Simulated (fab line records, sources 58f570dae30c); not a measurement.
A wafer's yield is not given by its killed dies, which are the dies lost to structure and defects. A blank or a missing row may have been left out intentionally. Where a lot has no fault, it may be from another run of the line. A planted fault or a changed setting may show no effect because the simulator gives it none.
The tool behind it: which one? | flow berkeley_cmos170 | Sampling: 14 lots, 42 wafers, 2 of 331 route steps

== WHAT THE GAUGES READ, wafer by wafer ==
UCB170_SDANNEAL_RS_MEAS_04: the measuring method here is four-point-probe. Usual: PLDD_RS gives 1032.8 ohm/sq (standard deviation 2.9).
lot  | measured     | on            | PLDD_RS (ohm/sq)     | flag
L889 | day 8 06:14  | film_metro-01 | 1031.0 1032.4 1031.7 |
L890 | day 8 06:56  | film_metro-02 | 1031.3 1033.6 1030.0 |
L891 | day 8 21:58  | film_metro-01 | 1030.8 1028.9 1027.9 |
L893 | day 8 21:17  | film_metro-01 | 1033.2 1034.4 1032.6 |
L894 | day 9 08:49  | film_metro-03 | 1035.1 1032.6 1033.0 |
L897 | day 9 09:30  | film_metro-02 | 1029.2 1031.9 1032.7 |
L896 | day 9 10:34  | film_metro-02 | 1024.2 1030.6 1028.5 |
L901 | day 10 13:01 | film_metro-01 | 1035.3 1036.1 1035.6 |
L904 | day 11 06:26 | film_metro-02 | - - -                | OFF
L905 | day 11 20:32 | film_metro-01 | - - -                | OFF
L908 | day 12 08:01 | film_metro-01 | 1032.5 1030.5 1032.6 |
L907 | day 12 08:16 | film_metro-02 | 1031.8 1030.2 1030.8 |
L910 | day 12 08:29 | film_metro-03 | 1034.4 1039.3 1035.2 |
L911 | day 13 04:46 | film_metro-03 | 1030.7 1032.0 1030.4 |

== WHAT TOOL EACH LOT RAN ON (gives the tool, then ch and the chambers of the sampled wafers, and finally the start) ==
lot  | UCB170_PLDD_IMPLANT_08
L889 | implanter-02 ch 0, day 7 16:40
L890 | implanter-03 ch 0, day 7 16:51
L891 | implanter-04 ch 0, day 8 07:36
L893 | implanter-03 ch 0, day 8 07:51
L894 | implanter-04 ch 0, day 8 15:17
L897 | implanter-04 ch 0, day 8 21:48
L896 | implanter-03 ch 0, day 8 22:05
L901 | implanter-04 ch 0, day 9 22:01
L904 | implanter-04 ch 0, day 10 14:56
L905 | implanter-04 ch 0, day 11 02:26
L908 | implanter-03 ch 0, day 11 18:23
L907 | implanter-02 ch 0, day 11 18:29
L910 | implanter-03 ch 0, day 11 18:55
L911 | implanter-03 ch 0, day 12 15:23
- UCB170_PLDD_IMPLANT_08

== AS READ BY THE TOOLS THEMSELVES (means over the sampled wafers that have a number; for cases with no such wafer, the mark the record gives instead) ==
UCB170_PLDD_IMPLANT_08. Usual: tilt_deg 7.000 degrees, standard deviation 0.02.
lot  | tool         | tilt_deg (degrees) | flag
L889 | implanter-02 | 6.956              |
L890 | implanter-03 | 6.997              |
L891 | implanter-04 | 6.996              |
L893 | implanter-03 | 7.007              |
L894 | implanter-04 | 6.998              |
L897 | implanter-04 | 7.017              |
L896 | implanter-03 | 7.014              |
L901 | implanter-04 | 6.981              |
L904 | implanter-04 | 7.996              | OFF
L905 | implanter-04 | 7.984              | OFF
L908 | implanter-03 | 6.995              |
L907 | implanter-02 | 7.001              |
L910 | implanter-03 | 6.977              |
L911 | implanter-03 | 7.013              |

== THE ANSWER, worked out from the rows above alone ==
Rule: lot off if the mean of its wafers having a number is beyond 3 standard deviations from the usual mean. Also off: a lot with no number at a reading for which 4 or more lots have one. Where the step has rows for the other lots, those lots are counted as sound. Order of review: gauges by route order, followed by the tools' own readings, for which a lot's mean as printed above is used. The first step at which some lot is off is used, and at that step the reading that is off furthest; a lot without a number counts as furthest.
Off: at UCB170_SDANNEAL_RS_MEAS_04 (PLDD_RS), L904, L905. Without a number there: L904, L905.
If a tool, at a process step before that reading, ran all the lots that are off and no sound lot after the first of them, it fits. Not tried: the gauges at UCB170_SDANNEAL_RS_MEAS_04; whatever is off there is also off at UCB170_PLDD_IMPLANT_08, on other tools, and gauge error can't account for it. One fits: implanter-04 at UCB170_PLDD_IMPLANT_08. A fault onset in the window from L901 (day 9 22:01, its last sound lot) to L904 (day 10 14:56, its first lot off) fits.
The tool's own readings at UCB170_PLDD_IMPLANT_08 bear it out: on the lots that are off they differ by more than 5 times the standard deviation of the sound lots' means. tilt_deg reads 7.990 degrees there against 6.996 degrees on the sound lots.

== WHAT THE SIMULATOR PUT IN ==
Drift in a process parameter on implanter-04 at UCB170_PLDD_IMPLANT_08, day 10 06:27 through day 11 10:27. Setting tilt_deg shifted by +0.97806 from 7. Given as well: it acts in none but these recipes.
Struck lots among those shown: L904, L905. Same finding as the rule above.
